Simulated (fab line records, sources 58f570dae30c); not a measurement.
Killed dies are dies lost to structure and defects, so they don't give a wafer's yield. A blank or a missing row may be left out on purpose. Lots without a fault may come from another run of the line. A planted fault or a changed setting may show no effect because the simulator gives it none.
A struck lot beside a sound one | flow berkeley_cmos170 | 14 steps out of a route of 331
Sound: wafers L901.2, L901.4, L901.5. Struck: wafers L909.3, L909.4, L909.5. The cause comes at the end.
At each step with rows: each side's tool, then ch and its chambers, then its first start. Under that, the readings that differ: sound wafers | struck wafers | difference of the means | sigmas: that difference in standard deviations of wafers without a fault.
alike: readings whose means differ by less than 2 such deviations, and words and numbers that are the same on both sides. not compared: withheld readings, readings that some wafer has no value for, bounds like >300 that may hide the same value, and numbers for which the record gives no deviation and whose values overlap.
The two part at a step that has a row with sigmas, a row that says differs or no value, or rows on one side only. Numbers that don't overlap but have no deviation are shown without sigmas and don't part them. A reading that every wafer of one side lacks parts them only if that side has two wafers or more.

UCB170_M3_SPUTTER_01: material Al, target thk 900 nm, time 115.2 s.
  sound on pvd_sputter-02, day 10 00:10; struck on pvd_sputter-03, day 11 17:51
  alike: throttle_valve_pct
UCB170_M3_RS_MEAS_02: measures by four-point-probe.
  sound on film_metro-04, day 10 00:16; struck on film_metro-01, day 11 17:59
  alike: M3_AL_RS
UCB170_M3_THK_MEAS_03: measures by xrf.
  sound on film_metro-04, day 10 00:22; struck on film_metro-01, day 11 18:05
  reading        | sound       | struck      | difference | sigmas
  M3_AL_THK (nm) | 865 870 859 | 846 833 841 | -25        | -2
then, 3 steps without rows for these wafers: UCB170_M3_HMDS_04 (prime time 60 s); UCB170_M3_COAT_05 (resist thk 900 nm); UCB170_M3_SOFTBAKE_06 (time 60 s).
UCB170_M3_STRIP_07: strips in O2.
  sound on plasma_asher-01 ch 0,1, day 10 00:52; struck on plasma_asher-02 ch 0,1, day 11 18:45
  alike: drypump_motor_current_A, oes_product_au, strip_time_to_endpoint_s
  not compared: rf_hours_counter_h
then, 5 steps without rows for these wafers: UCB170_M3_STRIP_08 (strips KrF in DMSO, time 600 s); UCB170_M3_COAT_09; UCB170_M3_COAT_10 (resist thk 900 nm); UCB170_M3_SOFTBAKE_11 (time 60 s); UCB170_M3_EXPOSE_12 (exposes mask METAL3, target cd 700 nm).
UCB170_M3_PEB_13:
  sound on litho_track-01 ch 0, day 10 01:46; struck on litho_track-01, day 11 19:47
  no value came back on the struck wafers for chill_plate_temp_C (C), exhaust_pa (Pa); on the sound wafers chill_plate_temp_C (C) reads 23.10 23.07 23.15
then, 1 step without rows for these wafers: UCB170_M3_DEVELOP_14 (develop time 45 s).

WHERE THEY PART
First at UCB170_M3_THK_MEAS_03; last, within this record, at UCB170_M3_PEB_13.

WHY: what the simulator had put in
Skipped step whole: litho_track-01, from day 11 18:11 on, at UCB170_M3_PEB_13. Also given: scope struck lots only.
